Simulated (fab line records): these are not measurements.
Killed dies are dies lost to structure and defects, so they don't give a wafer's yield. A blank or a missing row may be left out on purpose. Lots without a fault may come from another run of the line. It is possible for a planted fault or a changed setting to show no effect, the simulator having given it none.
What tool caused it? + flow berkeley-cmos170 + Sampling: 11 lots, 33 wafers, 5 of 331 route steps

WHAT EACH GAUGE READ, for each wafer
UCB170_PSD_CD_MEAS_06 targets a cd of 1200 nm. Usual: cd-nm reads 1200.2 nm (standard deviation 1.7).
| lot  | measured     | on        | cd-nm (nm)           | flag |
|------|--------------|-----------|----------------------|------|
| L888 | day 6 08:02  | cd-sem-01 | 1202.9 1202.9 1202.1 |      |
| L889 | day 6 15:07  | cd-sem-01 | 1199.7 1198.0 1199.7 |      |
| L890 | day 6 15:22  | cd-sem-02 | 1199.1 1200.3 1198.5 |      |
| L891 | day 6 22:23  | cd-sem-01 | 1198.5 1199.4 1198.4 |      |
| L901 | day 9 01:59  | cd-sem-02 | 1197.9 1197.0 1195.5 |      |
| L903 | day 9 08:05  | cd-sem-01 | 1200.0 1200.2 1199.8 |      |
| L904 | day 9 23:19  | cd-sem-01 | 1201.1 1202.4 1201.3 |      |
| L906 | day 10 11:25 | cd-sem-01 | 1201.2 1200.8 1202.9 |      |
| L908 | day 10 11:41 | cd-sem-01 | 1200.3 1200.9 1199.9 |      |
| L910 | day 11 16:03 | cd-sem-01 | 1200.9 1200.6 1200.8 |      |
| L911 | day 11 16:30 | cd-sem-01 | 1200.4 1198.2 1198.7 |      |

UCB170_NSD_OVL_MEAS_07. Usual: for NSD_OVL the level is 6 nm and the standard deviation is 5.5.
| lot  | measured     | on         | NSD_OVL (nm) | flag |
|------|--------------|------------|--------------|------|
| L888 | day 6 09:48  | overlay-01 | 9 6 6        |      |
| L889 | day 6 17:17  | overlay-02 | 5 5 6        |      |
| L890 | day 6 17:26  | overlay-02 | 5 7 5        |      |
| L891 | day 7 00:44  | overlay-02 | 7 5 12       |      |
| L901 | day 9 03:48  | overlay-02 | 3 3 0        |      |
| L903 | day 9 12:00  | overlay-02 | 11 1 3       |      |
| L904 | day 10 03:38 | overlay-02 | 2 14 11      |      |
| L906 | day 10 15:22 | overlay-02 | -1 8 5       |      |
| L908 | day 10 15:59 | overlay-02 | 9 8 18       |      |
| L910 | day 11 18:10 | overlay-01 | 3 5 3        |      |
| L911 | day 11 18:28 | overlay-02 | 6 1 3        |      |

UCB170_M1_CD_MEAS_90 targets a cd of 700 nm. Usual: cd-nm reads 698.7 nm (standard deviation 2.4).
| lot  | measured     | on        | cd-nm (nm)        | flag |
|------|--------------|-----------|-------------------|------|
| L888 | day 6 22:10  | cd-sem-02 | 699.9 700.3 698.5 |      |
| L889 | day 7 02:29  | cd-sem-02 | 698.7 698.3 701.1 |      |
| L890 | day 7 03:45  | cd-sem-02 | 698.7 697.6 699.2 |      |
| L891 | day 7 13:41  | cd-sem-02 | 695.2 693.1 697.2 |      |
| L901 | day 9 15:25  | cd-sem-01 | 714.8 712.3 711.6 | OFF  |
| L903 | day 9 22:49  | cd-sem-01 | 714.1 713.5 712.8 | OFF  |
| L904 | day 10 12:26 | cd-sem-02 | 701.0 702.4 699.6 |      |
| L906 | day 10 23:34 | cd-sem-01 | 699.4 698.6 697.7 |      |
| L908 | day 11 01:20 | cd-sem-01 | 696.9 697.2 696.2 |      |
| L910 | day 12 02:52 | cd-sem-02 | 697.9 696.1 697.2 |      |
| L911 | day 12 04:22 | cd-sem-01 | 701.9 700.4 704.9 |      |

TOOL THAT RAN EACH LOT (tool first, then ch and the chambers of the sampled wafers, then the start)
| lot  | UCB170_CONTACT_STRIP_19              | UCB170_M1_METAL_ETCH_12           |
|------|--------------------------------------|-----------------------------------|
| L888 | plasma-asher-01 ch 1, day 6 16:31    | rie-metal-04 ch 0,1, day 6 21:56  |
| L889 | plasma-asher-02 ch 0,1, day 6 23:55  | rie-metal-04 ch 0,1, day 7 02:16  |
| L890 | plasma-asher-04 ch 0,1, day 7 01:37  | rie-metal-01 ch 0,1, day 7 03:30  |
| L891 | plasma-asher-04 ch 0,1, day 7 11:12  | rie-metal-01 ch 0,1, day 7 13:26  |
| L901 | plasma-asher-04 ch 0,1, day 9 12:59  | rie-metal-01 ch 0,1, day 9 15:11  |
| L903 | plasma-asher-02 ch 0,1, day 9 20:34  | rie-metal-01 ch 0,1, day 9 22:35  |
| L904 | plasma-asher-02 ch 0,1, day 10 09:55 | rie-metal-02 ch 0,1, day 10 12:13 |
| L906 | plasma-asher-04 ch 0,1, day 10 21:39 | rie-metal-02 ch 0,1, day 10 23:20 |
| L908 | plasma-asher-04 ch 0,1, day 10 23:18 | rie-metal-04 ch 0,1, day 11 01:06 |
| L910 | plasma-asher-04 ch 0,1, day 12 00:50 | rie-metal-04 ch 0,1, day 12 02:38 |
| L911 | plasma-asher-04 ch 0,1, day 12 02:16 | rie-metal-02 ch 0,1, day 12 04:08 |
- UCB170_CONTACT_STRIP_19: strips in O2.
- UCB170_M1_METAL_ETCH_12: etches Al in Cl2/BCl3, stops on PSG, target depth 780 nm, time 130 s.

WHAT THE TOOLS THEMSELVES READ (means of the sampled wafers that have a number; where no wafer has one, the mark that the record gives instead)
UCB170_CONTACT_STRIP_19. Usual: chamber-pressure-mTorr 3500 mTorr, standard deviation 3; drypump-motor-current-A 5.6 A, standard deviation 0.39; oes-product-au 0.725 a.u., standard deviation 0.0046.
| lot  | tool            | chamber-pressure-mTorr (mTorr) | drypump-motor-current-A (A) | oes-product-au (a.u.) | flag |
|------|-----------------|--------------------------------|-----------------------------|-----------------------|------|
| L888 | plasma-asher-01 | 3500                           | 5.6                         | 0.721                 |      |
| L889 | plasma-asher-02 | 3500                           | 5.0                         | 0.725                 |      |
| L890 | plasma-asher-04 | 3504                           | 5.6                         | 0.725                 |      |
| L891 | plasma-asher-04 | 3499                           | 5.6                         | 0.727                 |      |
| L901 | plasma-asher-04 | 3499                           | 5.7                         | 0.729                 |      |
| L903 | plasma-asher-02 | 3503                           | 5.5                         | 0.723                 |      |
| L904 | plasma-asher-02 | 3504                           | 5.5                         | 0.728                 |      |
| L906 | plasma-asher-04 | 3501                           | 5.6                         | 0.724                 |      |
| L908 | plasma-asher-04 | 3498                           | 5.7                         | 0.725                 |      |
| L910 | plasma-asher-04 | 3498                           | 5.6                         | 0.727                 |      |
| L911 | plasma-asher-04 | 3498                           | 5.6                         | 0.726                 |      |

UCB170_M1_METAL_ETCH_12. Usual: chamber-pressure-mTorr 12.002 mTorr, standard deviation 0.011; drypump-motor-current-A 5.7 A, standard deviation 0.46; he-backside-leak-sccm 3.36 sccm, standard deviation 0.23; oes-product-au 0.859 a.u., standard deviation 0.012; throttle-valve-pct 24.3 %, standard deviation 0.38.
| lot  | tool         | chamber-pressure-mTorr (mTorr) | drypump-motor-current-A (A) | he-backside-leak-sccm (sccm) | oes-product-au (a.u.) | throttle-valve-pct (%) | flag |
|------|--------------|--------------------------------|-----------------------------|------------------------------|-----------------------|------------------------|------|
| L888 | rie-metal-04 | 12.020                         | 6.2                         | 3.29                         | 0.850                 | 24.1                   |      |
| L889 | rie-metal-04 | 12.006                         | 6.2                         | 3.35                         | 0.848                 | 24.1                   |      |
| L890 | rie-metal-01 | 11.999                         | 5.5                         | 3.09                         | 0.857                 | 24.2                   |      |
| L891 | rie-metal-01 | 12.002                         | 5.4                         | 3.18                         | 0.871                 | 24.4                   |      |
| L901 | rie-metal-01 | 12.006                         | 5.4                         | 3.21                         | 0.752                 | 24.5                   | OFF  |
| L903 | rie-metal-01 | 11.994                         | 5.4                         | 3.41                         | 0.749                 | 24.5                   | OFF  |
| L904 | rie-metal-02 | 12.002                         | 5.7                         | 3.65                         | 0.852                 | 24.3                   |      |
| L906 | rie-metal-02 | 12.010                         | 5.7                         | 3.53                         | 0.851                 | 24.3                   |      |
| L908 | rie-metal-04 | 11.995                         | 5.6                         | 3.88                         | 0.854                 | 24.5                   |      |
| L910 | rie-metal-04 | 12.004                         | 6.2                         | 3.42                         | 0.857                 | 24.1                   |      |
| L911 | rie-metal-02 | 12.003                         | 5.7                         | 3.55                         | 0.868                 | 24.2                   |      |

THE ANSWER, worked out from the rows above alone
Rule: lot off if the mean of its wafers having a number is beyond 3 standard deviations from the usual mean. Also off: a lot with no number at a reading for which 4 or more lots have one. Where the step has rows for the other lots, those lots are counted as sound. Order of review: gauges by route order, followed by the tools' own readings, for which a lot's mean as printed above is used. At the first step where some lot is off, the reading lying furthest off is the one used; lots without a number count as furthest.
Off at UCB170_M1_CD_MEAS_90 (cd-nm): L901, L903.
A tool fits if, at a process step before that reading, it ran every lot that is off, and no sound lot after the first of them. Not tried: the gauges at UCB170_M1_CD_MEAS_90; whatever is off there is also off at UCB170_M1_METAL_ETCH_12, on other tools, and gauge error can't account for it. One fits: rie-metal-01 at UCB170_M1_METAL_ETCH_12. Its last sound lot is L891 (day 7 13:26), its first lot that is off L901 (day 9 15:11): a fault that began between those two fits.
The tool's own readings at UCB170_M1_METAL_ETCH_12 bear it out: on the lots that are off they differ by more than 5 times the standard deviation of the sound lots' means. oes-product-au reads 0.750 a.u. there against 0.856 a.u. on the sound lots.

WHAT HAD BEEN PUT IN BY THE SIMULATOR
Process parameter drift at UCB170_M1_METAL_ETCH_12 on rie-metal-01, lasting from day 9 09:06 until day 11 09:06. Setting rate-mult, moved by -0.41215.
Shown lots that were struck: L901, L903. The rule given above showed the same thing.
